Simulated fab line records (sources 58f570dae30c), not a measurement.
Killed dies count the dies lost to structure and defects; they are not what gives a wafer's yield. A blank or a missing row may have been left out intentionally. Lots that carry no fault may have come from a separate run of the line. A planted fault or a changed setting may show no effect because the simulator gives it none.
What tool caused it? || flow berkeley-cmos170 || 14 lots with 42 wafers sampled at 2 steps, on a route of 331 steps

## WHAT THE GAUGES READ, wafer by wafer
UCB170_V1_CD_MEAS_12 targets a cd of 700 nm. Usual: cd-nm at 699.9 nm, with a standard deviation of 1.4.
{"lot": "L902", "measured": "day 8 17:44", "on": "cd-sem-01", "cd-nm (nm)": "699.4 700.1 700.9", "flag": ""}
{"lot": "L903", "measured": "day 9 07:07", "on": "cd-sem-02", "cd-nm (nm)": "698.3 698.8 699.4", "flag": ""}
{"lot": "L904", "measured": "day 9 09:02", "on": "cd-sem-01", "cd-nm (nm)": "699.5 699.4 700.0", "flag": ""}
{"lot": "L906", "measured": "day 9 22:11", "on": "cd-sem-01", "cd-nm (nm)": "697.1 698.3 697.5", "flag": ""}
{"lot": "L907", "measured": "day 9 22:27", "on": "cd-sem-02", "cd-nm (nm)": "700.6 699.7 698.7", "flag": ""}
{"lot": "L910", "measured": "day 10 07:05", "on": "cd-sem-01", "cd-nm (nm)": "699.8 702.0 701.3", "flag": ""}
{"lot": "L908", "measured": "day 10 09:10", "on": "cd-sem-01", "cd-nm (nm)": "698.3 700.0 699.9", "flag": ""}
{"lot": "L914", "measured": "day 11 19:07", "on": "cd-sem-01", "cd-nm (nm)": "694.3 693.6 694.2", "flag": "OFF"}
{"lot": "L915", "measured": "day 11 19:58", "on": "cd-sem-02", "cd-nm (nm)": "702.1 701.3 703.1", "flag": ""}
{"lot": "L918", "measured": "day 12 04:29", "on": "cd-sem-01", "cd-nm (nm)": "694.9 693.3 694.1", "flag": "OFF"}
{"lot": "L920", "measured": "day 12 04:43", "on": "cd-sem-01", "cd-nm (nm)": "698.2 698.6 697.2", "flag": ""}
{"lot": "L919", "measured": "day 12 06:32", "on": "cd-sem-01", "cd-nm (nm)": "701.1 701.8 701.3", "flag": ""}
{"lot": "L921", "measured": "day 12 22:29", "on": "cd-sem-01", "cd-nm (nm)": "698.8 698.3 699.1", "flag": ""}
{"lot": "L923", "measured": "day 12 23:07", "on": "cd-sem-01", "cd-nm (nm)": "700.6 701.4 702.2", "flag": ""}

## WHICH TOOL RAN EACH LOT (tool, then ch and the chambers of the sampled wafers, then the start)
{"lot": "L902", "UCB170_V1_COAT_07": "litho-track-02 ch 0, day 8 16:27"}
{"lot": "L903", "UCB170_V1_COAT_07": "litho-track-03 ch 0, day 9 06:19"}
{"lot": "L904", "UCB170_V1_COAT_07": "litho-track-04 ch 0, day 9 07:58"}
{"lot": "L906", "UCB170_V1_COAT_07": "litho-track-04 ch 0, day 9 21:28"}
{"lot": "L907", "UCB170_V1_COAT_07": "litho-track-03 ch 0, day 9 21:36"}
{"lot": "L910", "UCB170_V1_COAT_07": "litho-track-04 ch 0, day 10 06:04"}
{"lot": "L908", "UCB170_V1_COAT_07": "litho-track-02 ch 0, day 10 07:47"}
{"lot": "L914", "UCB170_V1_COAT_07": "litho-track-03 ch 0, day 11 18:18"}
{"lot": "L915", "UCB170_V1_COAT_07": "litho-track-02 ch 0, day 11 18:37"}
{"lot": "L918", "UCB170_V1_COAT_07": "litho-track-03 ch 0, day 12 03:30"}
{"lot": "L920", "UCB170_V1_COAT_07": "litho-track-04 ch 0, day 12 03:55"}
{"lot": "L919", "UCB170_V1_COAT_07": "litho-track-04 ch 0, day 12 05:10"}
{"lot": "L921", "UCB170_V1_COAT_07": "litho-track-02 ch 0, day 12 21:41"}
{"lot": "L923", "UCB170_V1_COAT_07": "litho-track-02 ch 0, day 12 22:12"}
- UCB170_V1_COAT_07: resist thk 900 nm.

## WHAT THE TOOLS THEMSELVES READ (means of the sampled wafers that have a number; where no wafer has one, the mark that the record gives instead)
The record holds no such reading with a usual standard deviation.

## THE ANSWER, worked out from the rows above alone
Rule: take the mean of a lot's wafers that have a number; if it is more than 3 standard deviations from the usual mean, the lot is off. Also off: a lot with no number at a reading for which 4 or more lots have one. Where the step has rows for the other lots, those lots are counted as sound. After the gauges, taken in route order, come the tools' own readings; for these a lot's mean is taken, as printed above. At the first step where some lot is off, the reading lying furthest off is the one used; lots without a number count as furthest.
Off, at UCB170_V1_CD_MEAS_12 on cd-nm: L914, L918.
If a tool, at a process step before that reading, ran all the lots that are off and no sound lot after the first of them, it fits. Gauges at UCB170_V1_CD_MEAS_12: tried the same way as those tools. One fits: UCB170_V1_COAT_07 on litho-track-03. A fault onset in the window from L907 (day 9 21:36, its last sound lot) to L914 (day 11 18:18, its first lot off) fits.

## WHAT THE SIMULATOR HAD INSERTED
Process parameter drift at UCB170_V1_COAT_07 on litho-track-03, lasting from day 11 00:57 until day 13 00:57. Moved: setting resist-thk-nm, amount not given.
Shown lots that were struck: L914, L918. The rule above reached the same finding.
